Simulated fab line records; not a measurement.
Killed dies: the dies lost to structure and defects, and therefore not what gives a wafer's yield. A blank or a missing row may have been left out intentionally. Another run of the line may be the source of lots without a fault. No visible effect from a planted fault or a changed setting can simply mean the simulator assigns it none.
A struck lot beside a sound one / flow rit-cmos / 16 out of 202 route steps
Sound: wafers L214.4, L214.5, L214.6. Wafers struck: L222.1, L222.4, L222.5. Last of all comes the cause.
Order at every step that has rows: each side's tool, ch and its chambers, its first start. Under that, the readings that differ: sound wafers / struck wafers / difference of the means / sigmas: that difference in standard deviations of wafers without a fault.
alike: readings with means less than 2 such deviations apart, plus words and numbers identical on both sides. not compared: withheld readings, readings lacking a value on some wafer, bounds such as >300 that could conceal the same value, and numbers that have no deviation in the record and whose values overlap.
Wherever a step has rows on one side only, a row that says differs or no value, or a row with sigmas, the two part there. Non-overlapping numbers with no deviation appear without sigmas and do not part them. A reading that every wafer of one side lacks parts them only if that side has two wafers or more.

first, 4 steps without rows for these wafers: RIT_ACTIVE_SOFTBAKE_07 (time 60 s); RIT_ACTIVE_EXPOSE_08 (exposes mask M1, target cd 1400 nm); RIT_ACTIVE_PEB_09; RIT_ACTIVE_DEVELOP_10 (develop time 50 s).
RIT_ACTIVE_CD_MEAS_11 targets a cd of 1400 nm.
  sound on cd-sem-01 at day 3 02:43; struck on cd-sem-02 at day 4 19:03
  alike: cd-nm
then, 1 step without rows for these wafers: RIT_ACTIVE_HARDBAKE_12 (time 60 s).
RIT_ACTIVE_ETCH_13: etches Si3N4 in SF6, stops on SiO2, time 210 s, target depth 210 nm.
  sound on rie-diel-02 ch 1,2, day 3 02:55; struck on rie-diel-02 ch 0,2, day 4 19:31
  alike: drypump-motor-current-A, oes-product-au, throttle-valve-pct
  not compared: rf-hours-counter-h
RIT_ACTIVE_STRIP_14: strips in O2, time 180 s.
  sound on plasma-asher-04 ch 0,1, day 3 03:07; struck on plasma-asher-02 ch 0,1, day 4 19:38
  alike: drypump-motor-current-A
  not compared: rf-hours-counter-h
RIT_ACTIVE_CD_MEAS_90 targets a cd of 1400 nm.
  sound on cd-sem-01 at day 3 03:17; struck on cd-sem-02 at day 4 19:49
  alike: cd-nm
then, 3 steps without rows for these wafers: RIT_ACTIVE_CLEAN_15 (cleans in SC1, time 600 s); RIT_ACTIVE_CLEAN_16 (cleans in dHF, time 30 s); RIT_ACTIVE_CLEAN_17 (cleans in SC2, time 600 s).
RIT_FOX1_OXIDATION_00: target thk 350.7 nm, ox time 1130 s.
  sound on furnace-04 ch 0, day 3 07:50; struck on furnace-04 ch 0, day 4 21:33
reading=model.SiO2_of_FOX1_OXIDATION_00.thk-nm (nm); sound=354 353.2 352.4; struck=442.1 446.2 444.3; difference=+91.0; sigmas=
  alike: spike-tc-centre-C, spike-tc-source-C
RIT_FOX1_THK_MEAS_01:
  sound on film-metro-02 at day 3 09:10; struck on film-metro-02 at day 4 22:52
reading=FOX1_OXIDE_THK (nm); sound=354 353 353; struck=442 446 444; difference=+91; sigmas=+12
then, 1 step without rows for these wafers: RIT_FOX1_WET_ETCH_02 (etches SiO2 in BOE, target depth 350 nm, time 390 s).
-- the record jumps here: 2 days lie between the struck wafers' starts before and after (it left off in module FOX1 and takes up again in module M1, whose first step shown is number 202 of the route) --
RIT_M1_PROBE_99:
  sound on prober-02 at day 5 13:38; struck on prober-02 at day 7 06:19
  alike: killed-at-front-end, killed-dies, killed-open, killed-short

WHERE THEY PART
At RIT_FOX1_THK_MEAS_01 and nowhere else, as far as this record goes. Later steps at which nothing parts them and some readings are alike: RIT_M1_PROBE_99.

WHY: what the simulator had put in
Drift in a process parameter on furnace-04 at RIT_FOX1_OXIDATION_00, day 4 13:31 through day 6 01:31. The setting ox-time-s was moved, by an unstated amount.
